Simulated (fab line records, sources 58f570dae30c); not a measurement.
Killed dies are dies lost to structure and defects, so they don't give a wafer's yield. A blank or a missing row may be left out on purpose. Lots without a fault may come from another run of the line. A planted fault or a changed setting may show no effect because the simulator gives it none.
A struck lot beside a sound one | flow berkeley_cmos170 | 28 steps out of a route of 331
Sound: wafers L399.3, L399.4, L399.5. Struck: wafers L416.1, L416.5, L416.6. The cause comes at the end.
At each step with rows: each side's tool, then ch and its chambers, then its first start. Under that, the readings that differ: sound wafers | struck wafers | difference of the means | sigmas: that difference in standard deviations of wafers without a fault.
alike: readings whose means differ by less than 2 such deviations, and words and numbers that are the same on both sides. not compared: withheld readings, readings that some wafer has no value for, bounds like >300 that may hide the same value, and numbers for which the record gives no deviation and whose values overlap.
The two part at a step that has a row with sigmas, a row that says differs or no value, or rows on one side only. Numbers that don't overlap but have no deviation are shown without sigmas and don't part them. A reading that every wafer of one side lacks parts them only if that side has two wafers or more.

first, 1 step without rows for these wafers: UCB170_GATE_CVD_04 (deposits poly-Si from SiH4, time 1440 s, target thk 214 nm).
UCB170_GATE_THK_MEAS_05:
  sound on film_metro-02, day 6 05:31; struck on film_metro-04, day 10 02:51
  alike: GATE_POLY_THK
then, 6 steps without rows for these wafers: UCB170_GATE_COAT_06; UCB170_GATE_COAT_07 (resist thk 900 nm); UCB170_GATE_SOFTBAKE_08 (time 60 s); UCB170_GATE_EXPOSE_09 (exposes mask POLY, target cd 350 nm); UCB170_GATE_PEB_10; UCB170_GATE_DEVELOP_11 (develop time 45 s).
UCB170_GATE_CD_MEAS_12: target cd 350 nm.
  sound on cd_sem-01, day 6 07:36; struck on cd_sem-01, day 10 04:22
  alike: cd_nm
UCB170_GATE_OVL_MEAS_13:
  sound on overlay-02, day 6 07:41; struck on overlay-02, day 10 04:29
  alike: GATE_OVL
UCB170_GATE_ETCH_14: etches BARC in N2/H2.
  sound on rie_diel-02 ch 0,2,3, day 6 07:43; struck on rie_diel-02 ch 0,1,3, day 10 04:31
  alike: drypump_motor_current_A, oes_product_au, throttle_valve_pct
UCB170_GATE_ETCH_15: etches poly-Si in HBr/Cl2, stops on SiO2, time 56.3 s, target depth 278.2 nm.
  sound on rie_si-02 ch 0,2,3, day 6 07:46; struck on rie_si-01 ch 1,2,3, day 10 04:34
  alike: HBr_flow_sccm, drypump_motor_current_A, oes_product_au, throttle_valve_pct
  not compared: rf_hours_counter_h
UCB170_GATE_STRIP_16: strips in O2.
  sound on plasma_asher-02 ch 0,1, day 6 07:50; struck on plasma_asher-04 ch 0,1, day 10 04:37
  no value came back on the struck wafers for chamber_pressure_mTorr (mTorr), drypump_motor_current_A (A), oes_product_au (a.u.); on the sound wafers chamber_pressure_mTorr (mTorr) reads 3502 3503 3502
  reading                               | sound | struck            | difference | sigmas
  model.KrF_of_GATE_COAT_07.thk_nm (nm) | 0 0 0 | 769.8 773.6 774.8 | +772.7     |
  not compared: rf_hours_counter_h
UCB170_GATE_CD_MEAS_90: target cd 350 nm.
  sound on cd_sem-01, day 6 07:57; struck on cd_sem-02, day 10 04:43
  alike: cd_nm
then, 7 steps without rows for these wafers: UCB170_GATE_CLEAN_17 (cleans in SPM, time 600 s); UCB170_PLDD_HMDS_00 (prime time 60 s); UCB170_PLDD_COAT_01 (resist thk 913 nm); UCB170_PLDD_SOFTBAKE_02 (time 60 s); UCB170_PLDD_EXPOSE_03 (exposes mask PSELECT, target cd 1200 nm); UCB170_PLDD_PEB_04; UCB170_PLDD_DEVELOP_05 (develop time 45 s).
UCB170_PLDD_CD_MEAS_06: target cd 1200 nm.
  sound on cd_sem-02, day 6 10:22; struck on cd_sem-01, day 10 06:03
  reading    | sound                | struck               | difference | sigmas
  cd_nm (nm) | 1201.0 1199.4 1200.5 | 1197.1 1197.3 1196.9 | -3.2       | -2
UCB170_PLDD_OVL_MEAS_07:
  sound on overlay-01, day 6 10:28; struck on overlay-02, day 10 06:10
  alike: PLDD_OVL
then, 2 steps without rows for these wafers: UCB170_PLDD_IMPLANT_08; UCB170_PLDD_IMPLANT_09.
UCB170_PLDD_STRIP_10: strips in O2.
  sound on plasma_asher-02 ch 0,1, day 6 10:49; struck on plasma_asher-03 ch 0,1, day 10 06:31
  reading                      | sound             | struck            | difference | sigmas
  strip_time_to_endpoint_s (s) | 21.91 21.98 21.93 | 46.33 46.48 46.52 | +24.50     | +99 or more
  alike: chamber_pressure_mTorr, drypump_motor_current_A, oes_product_au
  not compared: rf_hours_counter_h
UCB170_PLDD_TW_MEAS_11:
  sound on film_metro-03, day 6 10:55; struck on film_metro-01, day 10 06:50
  reading | sound          | struck   | difference | sigmas
  PLDD_TW | 1014 1013 1007 | 30 30 30 | -981       | -99 or more
  not compared: hold
UCB170_M3_PROBE_99:
  the record has rows for the sound wafers here (prober-02, day 7 22:51) and none for the struck ones

WHERE THEY PART
First at UCB170_GATE_STRIP_16; last, within this record, at UCB170_M3_PROBE_99.

WHY: what the simulator had put in
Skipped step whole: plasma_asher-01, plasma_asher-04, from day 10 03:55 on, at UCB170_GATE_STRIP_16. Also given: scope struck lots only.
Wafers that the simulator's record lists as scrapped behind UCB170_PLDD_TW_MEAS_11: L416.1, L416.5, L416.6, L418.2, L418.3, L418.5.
